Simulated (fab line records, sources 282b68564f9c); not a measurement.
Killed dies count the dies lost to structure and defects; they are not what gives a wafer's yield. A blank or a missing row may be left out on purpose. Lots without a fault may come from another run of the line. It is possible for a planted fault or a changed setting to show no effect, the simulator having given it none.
fab line records	flow rit_cmos
record: lots: 13	wafers: 39	last_day: 7
route steps=202 shown PWELL@52 SILICIDE@167 CONTACT@179 M1@185
lots that met no fault: from a run of the same line without faults
start_h: hours from the record's opening day to when the first of the lot's shown wafers began	wait_h: hours elapsed since this lot's preceding step	" as in the row above	L1.1+2: a single row standing in for several wafers	- value missing, or start not given	* or withheld: withheld	< > ~ a bound
route shown NAME@n: NAME is a module with steps in the file, n the number in the route of the first one	usual: average and standard deviation across the fault-free wafers	same: alike in all rows	chamber/n: place in a boat	sites: per-site readings	_std_site: the standard deviation of these	_edge_site: inner sites' mean taken away from outer sites' mean	radius_mm: for every site, how far away it sits from the centre of the wafer	mask NAME#n: copy n	behind: the most recent tool/chamber to have shaped the wafer	hold: why the lot went on hold/how many hours it stayed there/how the hold came to an end	device: which transistor (n, p or np) failed to switch	end of line: the route-end tests of the same wafers	where a step has no rows: the recipe by itself	killed: count of dies lost to structure and defects at first sort (not the wafer's yield)	map: dies across one wafer; x = killed, . = not, _ = none there
set.NAME: setting as actually run; set.NAME@STEP: the setting as run at that earlier step	model.NAME: the simulator's own value behind a step, which no gauge read
a sample of lots followed through the steps of the route, with each step as a table and each wafer as a row
services: a tool's chamber out of use, with start hour (start_h, from the record's first day; less than 0 if before it), hours out, and reason
== steps ==
step: RIT_WELLDRIVE_RS_MEAS_02
recipe: thk_meas_gauge: four-point-probe
usual: PWELL_RS: 429.6/1.4
lot.wafer	tool	chamber	start_h	wait_h	PWELL_RS[ohm/sq]
L781.1	film_metro-04	-	34.46	0.1	431.3
L781.2	"	-	"	"	430.0
L781.4	"	-	"	"	430.0
L782.1	film_metro-04	-	41.55	0.1	429.3
L782.2	"	-	"	"	427.4
L782.4	"	-	"	"	428.3
L783.1	film_metro-01	-	47.98	0.1	431.6
L783.5	"	-	"	"	432.0
L783.6	"	-	"	"	430.1
L785.1	film_metro-01	-	59.84	0.1	430.1
L785.2	"	-	"	"	431.4
L785.5	"	-	"	"	430.8
L786.2	film_metro-04	-	62.26	0.1	431.4
L786.3	"	-	"	"	430.2
L786.5	"	-	"	"	430.6
L787.2	film_metro-01	-	66.77	0.1	430.6
L787.5	"	-	"	"	428.5
L787.6	"	-	"	"	431.6
L788.1	film_metro-01	-	71.09	0.1	428.5
L788.4	"	-	"	"	428.2
L788.6	"	-	"	"	429.2
L791.1	film_metro-04	-	85.10	0.1	429.1
L791.4	"	-	"	"	430.3
L791.5	"	-	"	"	429.2
L792.2	film_metro-01	-	89.74	0.1	428.9
L792.4	"	-	"	"	430.1
L792.5	"	-	"	"	431.8
L793.2	film_metro-01	-	94.11	0.1	429.1
L793.3	"	-	"	"	431.1
L793.4	"	-	"	"	431.1
L800.2	film_metro-01	-	131.72	0.1	429.9
L800.4	"	-	"	"	432.3
L800.5	"	-	"	"	430.2
L801.1	film_metro-04	-	133.89	0.1	429.5
L801.2	"	-	"	"	430.1
L801.4	"	-	"	"	428.8
L803.1	film_metro-02	-	145.69	0.1	425.7
L803.4	"	-	"	"	426.1
L803.6	"	-	"	"	428.3
step: RIT_SILICIDE_RTA_06
recipe: temp_c: 750	time_s: 10	idle_temp_c: 25	ramp_up_s: 5	ramp_down_s: 10	cool_to_c: 25	ambient: N2
usual: wafer_temp_C_max: 752.9/0.79
lot.wafer	tool	chamber	start_h	wait_h	wafer_temp_C_max
L781.1	rtp_anneal-01	0	63.05	0.0	754.5
L781.2	"	0	"	"	752.7
L781.4	"	0	"	"	754.0
L782.1	rtp_anneal-02	0	67.44	0.0	752.5
L782.2	"	0	"	"	751.9
L782.4	"	0	"	"	751.6
L783.1	rtp_anneal-01	0	72.52	0.0	753.1
L783.5	"	0	"	"	753.1
L783.6	"	0	"	"	752.8
L785.1	rtp_anneal-01	0	81.84	0.0	753.7
L785.2	"	0	"	"	754.0
L785.5	"	0	"	"	753.4
L786.2	rtp_anneal-02	0	85.95	0.0	753.0
L786.3	"	0	"	"	752.5
L786.5	"	0	"	"	754.0
L787.2	rtp_anneal-01	0	91.24	0.0	753.7
L787.5	"	0	"	"	754.0
L787.6	"	0	"	"	752.7
L788.1	rtp_anneal-02	0	95.20	0.0	752.0
L788.4	"	0	"	"	752.8
L788.6	"	0	"	"	752.9
L791.1	rtp_anneal-01	0	109.61	0.0	752.6
L791.4	"	0	"	"	753.0
L791.5	"	0	"	"	752.7
L792.2	rtp_anneal-02	0	112.22	0.0	751.5
L792.4	"	0	"	"	751.7
L792.5	"	0	"	"	752.4
L793.2	rtp_anneal-01	0	118.83	0.0	753.4
L793.3	"	0	"	"	752.4
L793.4	"	0	"	"	753.4
L800.2	rtp_anneal-02	0	155.93	0.0	753.2
L800.4	"	0	"	"	751.9
L800.5	"	0	"	"	751.9
L801.1	rtp_anneal-01	0	158.15	0.0	754.0
L801.2	"	0	"	"	753.3
L801.4	"	0	"	"	753.2
L803.1	rtp_anneal-01	0	172.64	0.0	754.4
L803.4	"	0	"	"	754.0
L803.6	"	0	"	"	754.1
step: RIT_CONTACT_ETCH_11
recipe: target_depth_a: 4800	over_etch_frac: 0.2	stop_on: TiSi2	chemistry: CHF3/CF4/Ar	target: SiO2	CHF3_flow_sccm: 50	cf4_flow_sccm: 10	Ar_flow_sccm: 100	O2_flow_sccm: 5	pressure_mtorr: 100	rf_w: 200	time_s: 320
usual: drypump_motor_current_A: 5.7/0.48	mfc_ar_sccm: 100.0/0.31	oes_product_au: 0.989/0.015	rf_fwd_power_W: 199.7/0.54	throttle_valve_pct: 8.80/0.1
lot.wafer	tool	chamber	start_h	wait_h	drypump_motor_current_A	mfc_ar_sccm	oes_product_au	rf_fwd_power_W	rf_hours_counter_h	throttle_valve_pct
L781.1	rie_diel-02	2	64.93	0.1	6.4	100.1	1.016	199.6	112	8.83
L781.2	"	1	"	"	5.7	99.9	1.014	198.5	4	8.81
L781.4	"	3	"	"	6.5	100.2	0.988	198.6	6	8.87
L782.1	rie_diel-02	3	68.96	0.1	6.5	100.0	0.997	199.7	7	8.85
L782.2	"	0	"	"	5.0	99.8	0.986	200.2	135	8.83
L782.4	"	1	"	"	5.7	99.8	1.007	200.3	4	8.81
L783.1	rie_diel-04	3	74.10	0.1	5.6	100.4	0.969	199.4	6	8.60
L783.5	"	3	"	"	5.7	99.8	0.967	199.6	-	8.60
L783.6	"	2	"	"	5.5	100.0	0.976	199.3	-	8.78
L785.1	rie_diel-02	3	83.37	0.1	6.5	99.9	0.979	198.9	7	8.87
L785.2	"	1	"	"	5.7	99.9	1.003	200.1	4	8.81
L785.5	"	0	"	"	5.0	100.5	0.989	199.7	-	8.81
L786.2	rie_diel-02	3	87.52	0.1	6.5	100.6	0.980	198.6	7	8.84
L786.3	"	1	"	"	5.7	100.4	1.005	199.6	4	8.82
L786.5	"	1	"	"	5.7	100.3	1.005	200.4	-	8.82
L787.2	rie_diel-03	2	92.67	0.1	4.8	100.0	0.969	199.2	7	8.77
L787.5	"	2	"	"	4.8	100.1	0.971	199.9	-	8.75
L787.6	"	1	"	"	5.5	100.6	0.997	199.9	-	8.92
L788.1	rie_diel-04	0	96.96	0.1	5.5	99.9	1.000	199.8	12	8.99
L788.4	"	3	"	"	5.6	99.8	0.959	198.7	6	8.58
L788.6	"	0	"	"	5.5	99.8	0.996	200.5	-	8.99
L791.1	rie_diel-02	0	111.18	0.1	5.1	99.8	0.981	200.4	136	8.80
L791.4	"	2	"	"	6.3	99.6	1.022	199.4	113	8.81
L791.5	"	2	"	"	6.3	99.7	1.018	199.1	-	8.83
L792.2	rie_diel-04	3	113.79	0.1	5.6	100.3	0.968	199.7	7	8.61
L792.4	"	0	"	"	5.5	100.1	0.998	199.6	13	9.01
L792.5	"	0	"	"	5.5	100.4	1.001	198.9	-	9.00
L793.2	rie_diel-04	1	120.39	0.1	5.8	100.7	0.970	198.7	5	8.81
L793.3	"	2	"	"	5.5	99.9	0.969	199.3	7	8.79
L793.4	"	0	"	"	5.5	99.8	0.988	119.6	13	9.00
L800.2	rie_diel-02	1	157.37	0.1	5.7	100.4	1.007	199.4	6	8.81
L800.4	"	3	"	"	6.5	99.4	0.991	199.5	-	8.88
L800.5	"	0	"	"	5.1	100.3	0.976	200.5	-	8.80
L801.1	rie_diel-03	3	159.74	0.1	5.8	99.8	0.994	199.1	128	8.76
L801.2	"	1	"	"	5.5	100.1	0.995	199.5	35	8.94
L801.4	"	0	"	"	5.5	100.4	1.004	199.7	-	8.63
L803.1	rie_diel-02	3	174.33	0.1	6.5	99.7	0.991	200.3	9	8.86
L803.4	"	0	"	"	5.0	100.1	0.988	200.6	137	8.81
L803.6	"	2	"	"	6.4	99.7	1.015	199.5	-	8.82
step: RIT_M1_RS_MEAS_01
recipe: thk_meas_gauge: four-point-probe	reads: Al_of_M1_SPUTTER_00
usual: M1_AL_RS: 0.0738/0.00083
lot.wafer	tool	chamber	start_h	wait_h	M1_AL_RS[ohm/sq]
L781.1	film_metro-02	-	66.07	0.1	0.0728
L781.2	"	-	"	"	0.0737
L781.4	"	-	"	"	0.0739
L782.1	film_metro-03	-	70.11	0.1	0.0728
L782.2	"	-	"	"	0.0737
L782.4	"	-	"	"	0.0733
L783.1	film_metro-02	-	75.26	0.1	0.0750
L783.5	"	-	"	"	0.0740
L783.6	"	-	"	"	0.0745
L785.1	film_metro-03	-	84.52	0.1	0.0742
L785.2	"	-	"	"	0.0728
L785.5	"	-	"	"	0.0731
L786.2	film_metro-03	-	88.69	0.2	0.0742
L786.3	"	-	"	"	0.0732
L786.5	"	-	"	"	0.0741
L787.2	film_metro-02	-	93.83	0.2	0.0728
L787.5	"	-	"	"	0.0725
L787.6	"	-	"	"	0.0736
L788.1	film_metro-02	-	98.10	0.1	0.0742
L788.4	"	-	"	"	0.0751
L788.6	"	-	"	"	0.0738
L791.1	film_metro-03	-	112.32	0.1	0.0745
L791.4	"	-	"	"	0.0730
L791.5	"	-	"	"	0.0734
L792.2	film_metro-03	-	115.15	0.2	0.0735
L792.4	"	-	"	"	0.0732
L792.5	"	-	"	"	0.0746
L793.2	film_metro-01	-	121.54	0.2	0.0745
L793.3	"	-	"	"	0.0745
L800.2	film_metro-01	-	158.54	0.2	0.0723
L800.4	"	-	"	"	0.0744
L800.5	"	-	"	"	0.0744
L801.1	film_metro-03	-	160.89	0.1	0.0752
L801.2	"	-	"	"	0.0741
L801.4	"	-	"	"	0.0748
L803.1	film_metro-01	-	175.64	0.1	0.0732
L803.4	"	-	"	"	0.0736
L803.6	"	-	"	"	0.0731
step: RIT_M1_PROBE_99
usual: killed_at_contacts: 0.1/0.3	killed_at_front_end: 7/3.3	killed_dies: 7/3.3	killed_on_rim: 2.2/1.4	killed_open: 3.8/2.3	killed_short: 3.5/2.1
same: gross_dies: 264	killed_at_M0_to_M3: 0	killed_at_M4_up: 0	killed_at_back_side: 0	killed_at_other: 0
lot.wafer	tool	chamber	start_h	wait_h	killed_at_contacts	killed_at_front_end	killed_dies	killed_on_rim	killed_open	killed_short
L785.1	prober-01	-	88.33	0.1	0	8	8	4	4	4
L785.2	prober-01	-	88.38	0.1	0	8	8	4	6	2
L785.5	prober-01	-	88.53	0.2	1	5	6	3	5	1
L786.2	prober-01	-	92.44	0.1	0	8	8	2	6	2
L786.3	prober-01	-	92.49	0.2	0	5	5	0	2	3
L786.5	prober-01	-	92.59	0.2	0	10	10	2	4	6
L788.1	prober-01	-	102.06	0.1	0	3	3	2	2	1
L788.4	prober-01	-	102.21	0.2	0	3	3	1	1	2
L788.6	prober-01	-	102.31	0.2	0	6	6	3	4	2
L791.1	prober-01	-	116.18	0.1	0	12	12	3	10	2
L791.4	prober-01	-	116.33	0.2	0	16	16	4	8	8
L791.5	prober-01	-	116.38	0.2	1	5	6	1	3	3
L792.2	prober-01	-	119.07	0.1	0	4	4	0	3	1
L792.4	prober-01	-	119.17	0.2	0	12	12	1	8	4
L792.5	prober-01	-	119.22	0.2	0	10	10	4	7	3
L793.2	prober-01	-	125.29	0.1	0	14	14	2	7	7
L793.3	prober-01	-	125.34	0.2	0	6	6	3	3	3
L793.4	prober-01	-	125.39	0.2	258	6	264	70	4	2
killed by level:class
L785.1 GATE:geometric_particle:short=3 GATE:geometric_particle:open=2 REOX:geometric_particle:open=2 REOX:geometric_particle:short=1
L785.2 GATE:geometric_particle:open=4 FOX1:geometric_particle:open=2 GATE:geometric_particle:short=1 SILICIDE:geometric_particle:short=1
L785.5 GATE:geometric_particle:open=1 REOX:geometric_particle:open=1 REOX:geometric_particle:short=1 SPACER:geometric_particle:open=1 SILICIDE:geometric_particle:open=1 CONTACT:geometric_particle:open=1
L786.2 FOX1:geometric_particle:open=2 SILICIDE:geometric_particle:open=2 ACTIVE:geometric_particle:short=1 FOX2:geometric_particle:open=1 GATE:geometric_particle:open=1 SILICIDE:geometric_particle:short=1
L786.3 GATE:geometric_particle:short=2 GATE:geometric_particle:open=1 SPACER:geometric_particle:short=1 SILICIDE:geometric_particle:open=1
L786.5 FOX1:geometric_particle:short=2 REOX:geometric_particle:open=2 REOX:geometric_particle:short=2 FOX1:geometric_particle:open=1 SPACER:geometric_particle:short=1 SILICIDE:geometric_particle:short=1 SILICIDE:geometric_particle:open=1
L788.1 REOX:geometric_particle:open=1 SPACER:geometric_particle:open=1 SILICIDE:geometric_particle:short=1
L788.4 SPACER:geometric_particle:short=2 FOX1:geometric_particle:open=1
L788.6 GATE:geometric_particle:open=3 GATE:geometric_particle:short=1 SPACER:geometric_particle:short=1 SILICIDE:geometric_particle:open=1
L791.1 REOX:geometric_particle:open=3 SPACER:geometric_particle:open=3 FOX1:geometric_particle:open=2 FOX2:geometric_particle:short=1 GATE:geometric_particle:open=1 REOX:geometric_particle:short=1 SILICIDE:geometric_particle:open=1
L791.4 SILICIDE:geometric_particle:open=4 SPACER:geometric_particle:short=2 FOX2:geometric_particle:open=2 FOX2:geometric_particle:short=2 GATE:geometric_particle:short=2 GATE:geometric_particle:open=2 FOX1:geometric_particle:short=1 REOX:geometric_particle:short=1
L791.5 FOX1:geometric_particle:short=1 GATE:geometric_particle:open=1 GATE:geometric_particle:short=1 SPACER:geometric_particle:open=1 SILICIDE:geometric_particle:short=1 CONTACT:geometric_particle:open=1
L792.2 GATE:geometric_particle:open=2 FOX2:geometric_particle:short=1 REOX:geometric_particle:open=1
L792.4 REOX:geometric_particle:open=3 FOX1:geometric_particle:open=2 FOX2:geometric_particle:short=2 FOX2:geometric_particle:open=1 GATE:geometric_particle:open=1 SPACER:geometric_particle:open=1 REOX:geometric_particle:short=1 SPACER:geometric_particle:short=1
L792.5 GATE:geometric_particle:open=3 FOX1:geometric_particle:open=2 FOX1:geometric_particle:short=1 FOX2:geometric_particle:open=1 REOX:geometric_particle:short=1 SPACER:geometric_particle:short=1 SILICIDE:geometric_particle:open=1
L793.2 GATE:geometric_particle:short=4 REOX:geometric_particle:open=3 FOX1:geometric_particle:open=2 FOX1:geometric_particle:short=1 FOX2:geometric_particle:short=1 FOX2:geometric_particle:open=1 GATE:geometric_particle:open=1 REOX:geometric_particle:short=1
L793.3 SPACER:geometric_particle:short=2 GATE:geometric_particle:open=1 GATE:geometric_particle:short=1 SPACER:geometric_particle:open=1 SILICIDE:geometric_particle:open=1
L793.4 CONTACT:area_etch=258 GATE:geometric_particle:open=3 GATE:geometric_particle:short=1 SPACER:geometric_particle:open=1 SPACER:geometric_particle:short=1
== services ==
tool	chamber	start_h	hours	kind
rtp_anneal-02	-	45.17	2.7	pm
rie_diel-02	3	47.18	3.2	repair
rie_diel-04	3	86.84	2.3	repair
rie_diel-04	0	125.20	9.8	repair
rie_diel-04	-	128.07	13.8	repair
rie_diel-04	3	129.12	3.5	repair
rie_diel-03	3	131.54	16.4	repair
rie_diel-02	2	141.63	17.9	repair
rie_diel-03	2	157.16	2.7	repair
rie_diel-04	2	157.16	4.5	repair
rie_diel-03	3	160.37	17.6	repair
== key ==
first_sign: step: RIT_CONTACT_ETCH_11	reading: rf_fwd_power_W	direction: down	sigmas: 99+	usual: 199.7	struck: 119.6
effect: step: RIT_M1_PROBE_99	reading: killed_at_contacts	direction: up	sigmas: 99+	usual: 0.1	struck: 258
more_kills_born_at: RIT_CONTACT_ETCH_11@rie_diel-04: 258
met_at RIT_CONTACT_ETCH_11
struck_lots L793
struck_wafers L793.4
later_rows_left_out L793.4
tester_left_out L793
not_acting_at RIT_WELLDRIVE_RS_MEAS_02,RIT_SILICIDE_RTA_06,RIT_M1_RS_MEAS_01
onset_between 113.79 120.39
fault: kind: process_parameter_drift	tool: rie_diel-04	chamber: 0	onset_h: 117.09	steps: RIT_CONTACT_ETCH_11	channel: rf_w	offset: -80	shape: step	end_h: 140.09	acts_in: these_recipes_only	stated: 200
tester_left_out: of these lots the tester's yield and bins aren't shown, on N5 and GAA mostly nor the transistor test; their killed dies are dies lost to structure and defects alone, not to doping, threshold or leakage, so they don't give the yield
later_rows_left_out: the simulator's readings of these wafers behind a module that went badly wrong aren't trusted and aren't shown, but for the sort
